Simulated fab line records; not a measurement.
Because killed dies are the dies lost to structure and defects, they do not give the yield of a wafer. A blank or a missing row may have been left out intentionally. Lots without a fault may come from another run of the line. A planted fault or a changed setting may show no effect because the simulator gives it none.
Lot-split experiment :: flow berkeley_cmos170 :: on a route of 331 steps: 5 lots, 23 wafers read

== SPLIT DETAILS ==
At UCB170_NLDD_IMPLANT_08, the setting energy_kev was moved away from the recipe's 30 on 8 of the 23 wafers read, by -5.1% to +1.7%. This setting was run at the recipe's value on the other wafers.

Reading taken at the split's own step.

== THE READING ==
The simulator's own value implant.drp_nm, read by no gauge, in nm at UCB170_NLDD_IMPLANT_08. There is no usual value for it anywhere in the file.

wafer: L076.2
tool, chamber at the split: implanter-03, 0
energy_kev as run: 28.47
against the recipe: -5.1%
implant.drp_nm, nm: 9.252
against lot-mates on the recipe: -0.359

wafer: L076.5
tool, chamber at the split: implanter-03, 0
energy_kev as run: 28.47
against the recipe: -5.1%
implant.drp_nm, nm: 9.252
against lot-mates on the recipe: -0.359

wafer: L076.6
tool, chamber at the split: implanter-03, 0
energy_kev as run: 28.47
against the recipe: -5.1%
implant.drp_nm, nm: 9.252
against lot-mates on the recipe: -0.359

wafer: L076.3
tool, chamber at the split: implanter-03, 0
energy_kev as run: 30
against the recipe: recipe
implant.drp_nm, nm: 9.611
against lot-mates on the recipe: -

wafer: L076.4
tool, chamber at the split: implanter-03, 0
energy_kev as run: 30
against the recipe: recipe
implant.drp_nm, nm: 9.611
against lot-mates on the recipe: -

wafer: L075.1
tool, chamber at the split: implanter-04, 0
energy_kev as run: 30
against the recipe: recipe
implant.drp_nm, nm: 9.611
against lot-mates on the recipe: -

wafer: L075.3
tool, chamber at the split: implanter-04, 0
energy_kev as run: 30
against the recipe: recipe
implant.drp_nm, nm: 9.611
against lot-mates on the recipe: -

wafer: L075.5
tool, chamber at the split: implanter-04, 0
energy_kev as run: 30
against the recipe: recipe
implant.drp_nm, nm: 9.611
against lot-mates on the recipe: -

wafer: L078.1
tool, chamber at the split: implanter-01, 0
energy_kev as run: 29.46
against the recipe: -1.8%
implant.drp_nm, nm: 9.484
against lot-mates on the recipe: -0.127

wafer: L078.5
tool, chamber at the split: implanter-01, 0
energy_kev as run: 29.46
against the recipe: -1.8%
implant.drp_nm, nm: 9.484
against lot-mates on the recipe: -0.127

wafer: L078.6
tool, chamber at the split: implanter-01, 0
energy_kev as run: 29.46
against the recipe: -1.8%
implant.drp_nm, nm: 9.484
against lot-mates on the recipe: -0.127

wafer: L078.2
tool, chamber at the split: implanter-01, 0
energy_kev as run: 30
against the recipe: recipe
implant.drp_nm, nm: 9.611
against lot-mates on the recipe: -

wafer: L078.4
tool, chamber at the split: implanter-01, 0
energy_kev as run: 30
against the recipe: recipe
implant.drp_nm, nm: 9.611
against lot-mates on the recipe: -

wafer: L080.1
tool, chamber at the split: implanter-01, 0
energy_kev as run: 30
against the recipe: recipe
implant.drp_nm, nm: 9.611
against lot-mates on the recipe: -

wafer: L080.2
tool, chamber at the split: implanter-01, 0
energy_kev as run: 30
against the recipe: recipe
implant.drp_nm, nm: 9.611
against lot-mates on the recipe: -

wafer: L080.5
tool, chamber at the split: implanter-01, 0
energy_kev as run: 30
against the recipe: recipe
implant.drp_nm, nm: 9.611
against lot-mates on the recipe: -

wafer: L080.3
tool, chamber at the split: implanter-01, 0
energy_kev as run: 30.51
against the recipe: +1.7%
implant.drp_nm, nm: 9.73
against lot-mates on the recipe: +0.119

wafer: L080.4
tool, chamber at the split: implanter-01, 0
energy_kev as run: 30.51
against the recipe: +1.7%
implant.drp_nm, nm: 9.73
against lot-mates on the recipe: +0.119

wafer: L084.1
tool, chamber at the split: implanter-01, 0
energy_kev as run: 30
against the recipe: recipe
implant.drp_nm, nm: 9.611
against lot-mates on the recipe: -

wafer: L084.2
tool, chamber at the split: implanter-01, 0
energy_kev as run: 30
against the recipe: recipe
implant.drp_nm, nm: 9.611
against lot-mates on the recipe: -

wafer: L084.3
tool, chamber at the split: implanter-01, 0
energy_kev as run: 30
against the recipe: recipe
implant.drp_nm, nm: 9.611
against lot-mates on the recipe: -

wafer: L084.5
tool, chamber at the split: implanter-01, 0
energy_kev as run: 30
against the recipe: recipe
implant.drp_nm, nm: 9.611
against lot-mates on the recipe: -

wafer: L084.6
tool, chamber at the split: implanter-01, 0
energy_kev as run: 30
against the recipe: recipe
implant.drp_nm, nm: 9.611
against lot-mates on the recipe: -

THE FIT
A straight line over all 23 wafers: implant.drp_nm changes by +0.0704 nm for each +1% of energy_kev; r = +1.00; the points scatter about the line by 0.0002 nm.
The same after taking each lot's own level away (the mean of its wafers on the recipe; 23 wafers): +0.0704 nm for each +1%; r = +1.00; scatter 0.0002 nm.
The reading moves by 0.36 nm for the largest change in energy_kev, on that fit.
The lots' own levels span 9.6110 to 9.6110 nm.
Hence the lot-to-lot level has little effect on the slope; both slopes agree.
Check: with one of the wafers moved furthest among these (-5.1%) left out of the fit, the line predicts -0.359 nm for it against its lot-mates. Against them it came out at -0.359 nm.

== ADDITIONAL SPLITS CARRIED BY THESE WAFERS ==
Note: prior to the reading, these wafers also went through further splits. Each is held against what the fit with the lots' levels taken away leaves over:
other split on the same wafers: UCB170_START_OXIDATION_02 ox_time_s
wafers away from the commonest value: 15
r with implant.drp_nm (lot level and that fit taken away): +0.25

other split on the same wafers: UCB170_PWELL_CVD_05 temp_c
wafers away from the commonest value: 18
r with implant.drp_nm (lot level and that fit taken away): +0.02

other split on the same wafers: UCB170_WELLDRIVE_OXIDATION_01 ox_time_s
wafers away from the commonest value: 18
r with implant.drp_nm (lot level and that fit taken away): -0.40

other split on the same wafers: UCB170_SCREENOX_OXIDATION_01 ox_time_s
wafers away from the commonest value: 10
r with implant.drp_nm (lot level and that fit taken away): +0.28

other split on the same wafers: UCB170_NVT_IMPLANT_07 dose_cm2
wafers away from the commonest value: 8
r with implant.drp_nm (lot level and that fit taken away): +0.13

other split on the same wafers: UCB170_PVT_COAT_01 spin_rpm
wafers away from the commonest value: 4
r with implant.drp_nm (lot level and that fit taken away): -0.15

other split on the same wafers: UCB170_PLDD_PEB_04 peb_temp_c
wafers away from the commonest value: 10
r with implant.drp_nm (lot level and that fit taken away): +0.17

other split on the same wafers: UCB170_NLDD_PEB_04 peb_temp_c
wafers away from the commonest value: 6
r with implant.drp_nm (lot level and that fit taken away): -0.15

== THE WHOLE CHAIN: every reading that the file lists as answering this split, in the file's order ==
step: UCB170_NLDD_IMPLANT_08
what it does: 
reading: implant.rp_nm (the simulator's own value, which no gauge read)
change (the file's fit): +0.162 nm for each +1% of the setting
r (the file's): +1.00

step: UCB170_NLDD_IMPLANT_08
what it does: 
reading: implant.drp_nm (the simulator's own value, which no gauge read)
change (the file's fit): +0.0702 nm for each +1% of the setting
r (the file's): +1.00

== FILE'S OWN FIT ==
implant.drp_nm changes by +0.0702 nm for each +1% of energy_kev, r = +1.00.
